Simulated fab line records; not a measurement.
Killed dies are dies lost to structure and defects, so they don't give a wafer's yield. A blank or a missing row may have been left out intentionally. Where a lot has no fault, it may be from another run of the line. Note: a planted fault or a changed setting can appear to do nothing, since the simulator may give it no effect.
What tool caused it? || flow rit cmos || Sampling: 13 lots, 38 wafers, 2 of 202 route steps

WHAT THE GAUGES READ, wafer by wafer
The record holds no reading of a measuring or inspecting step that can be judged against a usual standard deviation.

WHICH TOOL RAN EACH LOT (tool, then ch and the chambers of the sampled wafers, then the start)
{"lot": "L675", "RIT_M1_METAL_ETCH_12": "rie metal-02 ch 0,1, day 3 09:38", "RIT_M1_PROBE_99": "prober-01, day 3 11:54"}
{"lot": "L676", "RIT_M1_METAL_ETCH_12": "rie metal-04 ch 0,1, day 3 17:47", "RIT_M1_PROBE_99": "prober-02, day 3 20:06"}
{"lot": "L677", "RIT_M1_METAL_ETCH_12": "rie metal-03 ch 0,1, day 3 23:03", "RIT_M1_PROBE_99": "prober-01, day 4 01:22"}
{"lot": "L678", "RIT_M1_METAL_ETCH_12": "rie metal-02 ch 0,1, day 4 05:40", "RIT_M1_PROBE_99": "prober-02, day 4 07:55"}
{"lot": "L683", "RIT_M1_METAL_ETCH_12": "rie metal-03 ch 0,1, day 5 08:15", "RIT_M1_PROBE_99": "prober-02, day 5 10:32"}
{"lot": "L685", "RIT_M1_METAL_ETCH_12": "rie metal-04 ch 0,1, day 5 15:31", "RIT_M1_PROBE_99": "prober-01, day 5 17:52"}
{"lot": "L688", "RIT_M1_METAL_ETCH_12": "rie metal-04 ch 0,1, day 6 02:24", "RIT_M1_PROBE_99": "prober-01, day 6 04:46"}
{"lot": "L690", "RIT_M1_METAL_ETCH_12": "rie metal-02 ch 0,1, day 6 15:13", "RIT_M1_PROBE_99": "prober-01, day 6 17:28"}
{"lot": "L692", "RIT_M1_METAL_ETCH_12": "rie metal-02 ch 0,1, day 7 00:49", "RIT_M1_PROBE_99": "prober-02, day 7 03:08"}
{"lot": "L694", "RIT_M1_METAL_ETCH_12": "rie metal-02 ch 0,1, day 7 11:13", "RIT_M1_PROBE_99": "prober-02, day 7 13:28"}
{"lot": "L695", "RIT_M1_METAL_ETCH_12": "rie metal-03 ch 0,1, day 7 13:47", "RIT_M1_PROBE_99": "prober-01, day 7 16:02"}
{"lot": "L697", "RIT_M1_METAL_ETCH_12": "rie metal-02 ch 0,1, day 8 01:33", "RIT_M1_PROBE_99": "prober-01, day 8 03:48"}
{"lot": "L698", "RIT_M1_METAL_ETCH_12": "rie metal-03 ch 0,1, day 8 04:05", "RIT_M1_PROBE_99": "prober-02, day 8 06:23"}
- RIT_M1_METAL_ETCH_12: etches Al in Cl2/BCl3, stops on SiO2, time 165 s, target depth 600 nm.
- RIT_M1_PROBE_99

WHAT THE TOOLS THEMSELVES READ (means of the sampled wafers that have a number; where no wafer has one, the mark that the record gives instead)
RIT_M1_METAL_ETCH_12. Usual: bcl3 flow sccm 50.01 sccm, standard deviation 0.14; chamber pressure mTorr 100.00 mTorr, standard deviation 0.086; drypump motor current A 5.8 A, standard deviation 0.61; oes product au 0.768 a.u., standard deviation 0.011; throttle valve pct 8.27 %, standard deviation 0.081.
{"lot": "L675", "tool": "rie metal-02", "bcl3 flow sccm (sccm)": 49.78, "chamber pressure mTorr (mTorr)": 100.02, "drypump motor current A (A)": 6.2, "oes product au (a.u.)": 0.763, "throttle valve pct (%)": 8.22, "flag": ""}
{"lot": "L676", "tool": "rie metal-04", "bcl3 flow sccm (sccm)": 49.97, "chamber pressure mTorr (mTorr)": 99.96, "drypump motor current A (A)": 5.5, "oes product au (a.u.)": 0.767, "throttle valve pct (%)": 8.36, "flag": ""}
{"lot": "L677", "tool": "rie metal-03", "bcl3 flow sccm (sccm)": 50.11, "chamber pressure mTorr (mTorr)": 100.03, "drypump motor current A (A)": 6.3, "oes product au (a.u.)": 0.775, "throttle valve pct (%)": 8.19, "flag": ""}
{"lot": "L678", "tool": "rie metal-02", "bcl3 flow sccm (sccm)": 50.00, "chamber pressure mTorr (mTorr)": 99.97, "drypump motor current A (A)": 6.2, "oes product au (a.u.)": 0.767, "throttle valve pct (%)": 8.22, "flag": ""}
{"lot": "L683", "tool": "rie metal-03", "bcl3 flow sccm (sccm)": 49.90, "chamber pressure mTorr (mTorr)": 99.99, "drypump motor current A (A)": 6.0, "oes product au (a.u.)": 0.766, "throttle valve pct (%)": 8.19, "flag": ""}
{"lot": "L685", "tool": "rie metal-04", "bcl3 flow sccm (sccm)": 50.12, "chamber pressure mTorr (mTorr)": 125.06, "drypump motor current A (A)": 5.6, "oes product au (a.u.)": 0.769, "throttle valve pct (%)": 8.36, "flag": "OFF"}
{"lot": "L688", "tool": "rie metal-04", "bcl3 flow sccm (sccm)": 50.06, "chamber pressure mTorr (mTorr)": 133.41, "drypump motor current A (A)": 5.4, "oes product au (a.u.)": 0.777, "throttle valve pct (%)": 8.36, "flag": "OFF"}
{"lot": "L690", "tool": "rie metal-02", "bcl3 flow sccm (sccm)": 49.91, "chamber pressure mTorr (mTorr)": 99.97, "drypump motor current A (A)": 5.6, "oes product au (a.u.)": 0.763, "throttle valve pct (%)": 8.26, "flag": ""}
{"lot": "L692", "tool": "rie metal-02", "bcl3 flow sccm (sccm)": 49.93, "chamber pressure mTorr (mTorr)": 99.99, "drypump motor current A (A)": 5.6, "oes product au (a.u.)": 0.759, "throttle valve pct (%)": 8.25, "flag": ""}
{"lot": "L694", "tool": "rie metal-02", "bcl3 flow sccm (sccm)": 49.94, "chamber pressure mTorr (mTorr)": 100.02, "drypump motor current A (A)": 6.2, "oes product au (a.u.)": 0.766, "throttle valve pct (%)": 8.22, "flag": ""}
{"lot": "L695", "tool": "rie metal-03", "bcl3 flow sccm (sccm)": 49.99, "chamber pressure mTorr (mTorr)": 99.97, "drypump motor current A (A)": 6.3, "oes product au (a.u.)": 0.785, "throttle valve pct (%)": 8.19, "flag": ""}
{"lot": "L697", "tool": "rie metal-02", "bcl3 flow sccm (sccm)": 50.01, "chamber pressure mTorr (mTorr)": 100.05, "drypump motor current A (A)": 5.6, "oes product au (a.u.)": 0.754, "throttle valve pct (%)": 8.27, "flag": ""}
{"lot": "L698", "tool": "rie metal-03", "bcl3 flow sccm (sccm)": 50.06, "chamber pressure mTorr (mTorr)": 100.07, "drypump motor current A (A)": 6.3, "oes product au (a.u.)": 0.773, "throttle valve pct (%)": 8.19, "flag": ""}

RIT_M1_PROBE_99. Usual: defect limited yield 97.4 %, standard deviation 1; killed at contacts 0.1, standard deviation 0.3; killed at front end 6.7, standard deviation 2.6; killed dies 6.8, standard deviation 2.6; killed open 3.3, standard deviation 1.7; killed short 3.4, standard deviation 2; sort_bin_3_pad_short 0.1 %, standard deviation 0.24; sort_bin_5_function 1.5 %, standard deviation 0.77; sort_bin_6_memory 1.0 %, standard deviation 0.61; sort n pass 257.2, standard deviation 2.6; sort yield pct 97.4 %, standard deviation 1.
{"lot": "L675", "tool": "prober-01", "defect limited yield (%)": 96.7, "killed at contacts": 0.7, "killed at front end": 8.0, "killed dies": 8.7, "killed open": 4.0, "killed short": 3.7, "sort_bin_3_pad_short (%)": 0.5, "sort_bin_5_function (%)": 2.3, "sort_bin_6_memory (%)": 0.5, "sort n pass": 255.3, "sort yield pct (%)": 96.7, "flag": ""}
{"lot": "L676", "tool": "prober-02", "defect limited yield (%)": 97.4, "killed at contacts": 0.0, "killed at front end": 7.0, "killed dies": 7.0, "killed open": 3.0, "killed short": 4.0, "sort_bin_3_pad_short (%)": 0.1, "sort_bin_5_function (%)": 1.3, "sort_bin_6_memory (%)": 1.3, "sort n pass": 257.0, "sort yield pct (%)": 97.4, "flag": ""}
{"lot": "L677", "tool": "prober-01", "defect limited yield (%)": 96.0, "killed at contacts": 0.3, "killed at front end": 10.3, "killed dies": 10.7, "killed open": 5.0, "killed short": 5.7, "sort_bin_3_pad_short (%)": 0.3, "sort_bin_5_function (%)": 2.3, "sort_bin_6_memory (%)": 1.5, "sort n pass": 253.3, "sort yield pct (%)": 96.0, "flag": ""}
{"lot": "L678", "tool": "prober-02", "defect limited yield (%)": 97.9, "killed at contacts": 0.0, "killed at front end": 5.7, "killed dies": 5.7, "killed open": 3.7, "killed short": 2.0, "sort_bin_3_pad_short (%)": 0.1, "sort_bin_5_function (%)": 1.0, "sort_bin_6_memory (%)": 1.0, "sort n pass": 258.3, "sort yield pct (%)": 97.9, "flag": ""}
{"lot": "L683", "tool": "prober-02", "defect limited yield (%)": 97.6, "killed at contacts": 0.0, "killed at front end": 6.3, "killed dies": 6.3, "killed open": 2.7, "killed short": 2.7, "sort_bin_3_pad_short (%)": 0.1, "sort_bin_5_function (%)": 1.5, "sort_bin_6_memory (%)": 0.8, "sort n pass": 257.7, "sort yield pct (%)": 97.6, "flag": ""}
{"lot": "L685", "tool": "prober-01", "defect limited yield (%)": 98.3, "killed at contacts": 0.0, "killed at front end": 4.5, "killed dies": 4.5, "killed open": 1.0, "killed short": 3.5, "sort_bin_3_pad_short (%)": 0.0, "sort_bin_5_function (%)": 1.0, "sort_bin_6_memory (%)": 0.8, "sort n pass": 259.5, "sort yield pct (%)": 98.3, "flag": ""}
{"lot": "L688", "tool": "prober-01", "defect limited yield (%)": 98.2, "killed at contacts": 0.3, "killed at front end": 4.3, "killed dies": 4.7, "killed open": 2.7, "killed short": 2.0, "sort_bin_3_pad_short (%)": 0.0, "sort_bin_5_function (%)": 0.9, "sort_bin_6_memory (%)": 0.9, "sort n pass": 259.3, "sort yield pct (%)": 98.2, "flag": ""}
{"lot": "L690", "tool": "prober-01", "defect limited yield (%)": 97.7, "killed at contacts": 0.0, "killed at front end": 6.0, "killed dies": 6.0, "killed open": 4.3, "killed short": 1.7, "sort_bin_3_pad_short (%)": 0.1, "sort_bin_5_function (%)": 1.4, "sort_bin_6_memory (%)": 0.8, "sort n pass": 258.0, "sort yield pct (%)": 97.7, "flag": ""}
{"lot": "L692", "tool": "prober-02", "defect limited yield (%)": 97.5, "killed at contacts": 0.0, "killed at front end": 6.7, "killed dies": 6.7, "killed open": 3.3, "killed short": 3.3, "sort_bin_3_pad_short (%)": 0.1, "sort_bin_5_function (%)": 1.1, "sort_bin_6_memory (%)": 1.3, "sort n pass": 257.3, "sort yield pct (%)": 97.5, "flag": ""}
{"lot": "L694", "tool": "prober-02", "defect limited yield (%)": 97.6, "killed at contacts": 0.0, "killed at front end": 6.3, "killed dies": 6.3, "killed open": 4.0, "killed short": 2.3, "sort_bin_3_pad_short (%)": 0.0, "sort_bin_5_function (%)": 1.5, "sort_bin_6_memory (%)": 0.9, "sort n pass": 257.7, "sort yield pct (%)": 97.6, "flag": ""}
{"lot": "L695", "tool": "prober-01", "defect limited yield (%)": 97.8, "killed at contacts": 0.0, "killed at front end": 5.7, "killed dies": 5.7, "killed open": 2.3, "killed short": 3.3, "sort_bin_3_pad_short (%)": 0.1, "sort_bin_5_function (%)": 0.9, "sort_bin_6_memory (%)": 1.1, "sort n pass": 258.3, "sort yield pct (%)": 97.8, "flag": ""}
{"lot": "L697", "tool": "prober-01", "defect limited yield (%)": 97.3, "killed at contacts": 0.0, "killed at front end": 7.0, "killed dies": 7.0, "killed open": 3.7, "killed short": 3.3, "sort_bin_3_pad_short (%)": 0.0, "sort_bin_5_function (%)": 1.6, "sort_bin_6_memory (%)": 1.0, "sort n pass": 257.0, "sort yield pct (%)": 97.3, "flag": ""}
{"lot": "L698", "tool": "prober-02", "defect limited yield (%)": 98.1, "killed at contacts": 0.3, "killed at front end": 4.7, "killed dies": 5.0, "killed open": 2.0, "killed short": 3.0, "sort_bin_3_pad_short (%)": 0.1, "sort_bin_5_function (%)": 0.9, "sort_bin_6_memory (%)": 0.9, "sort n pass": 259.0, "sort yield pct (%)": 98.1, "flag": ""}

THE ANSWER, worked out from the rows above alone
Rule: a lot counts as off when the mean over its wafers that have a number is more than 3 standard deviations away from the usual mean. Also off: a lot with no number at a reading for which 4 or more lots have one. The other lots that the step has rows for count as sound. The gauges are gone through in route order, then the tools' own readings, and for those a lot's mean is taken as printed above. The first step at which some lot is off is used, and at that step the reading that is off furthest; a lot without a number counts as furthest.
Off: L685, L688, at RIT_M1_METAL_ETCH_12 (chamber pressure mTorr).
A tool fits if, at that step or a process step before it, it ran every lot that is off, and no sound lot after the first of them. One fits: rie metal-04 at RIT_M1_METAL_ETCH_12. A fault onset in the window from L676 (day 3 17:47, its last sound lot) to L685 (day 5 15:31, its first lot off) fits.
On the lots that are off, the tool's own readings at RIT_M1_METAL_ETCH_12 differ by more than 5 times the standard deviation of the sound lots' means, which bears it out; chamber pressure mTorr reads 129.24 mTorr there versus 100.00 mTorr on the sound lots.

WHAT THE SIMULATOR PUT IN
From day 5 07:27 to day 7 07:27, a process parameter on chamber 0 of rie metal-04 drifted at RIT_M1_METAL_ETCH_12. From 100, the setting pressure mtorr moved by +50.
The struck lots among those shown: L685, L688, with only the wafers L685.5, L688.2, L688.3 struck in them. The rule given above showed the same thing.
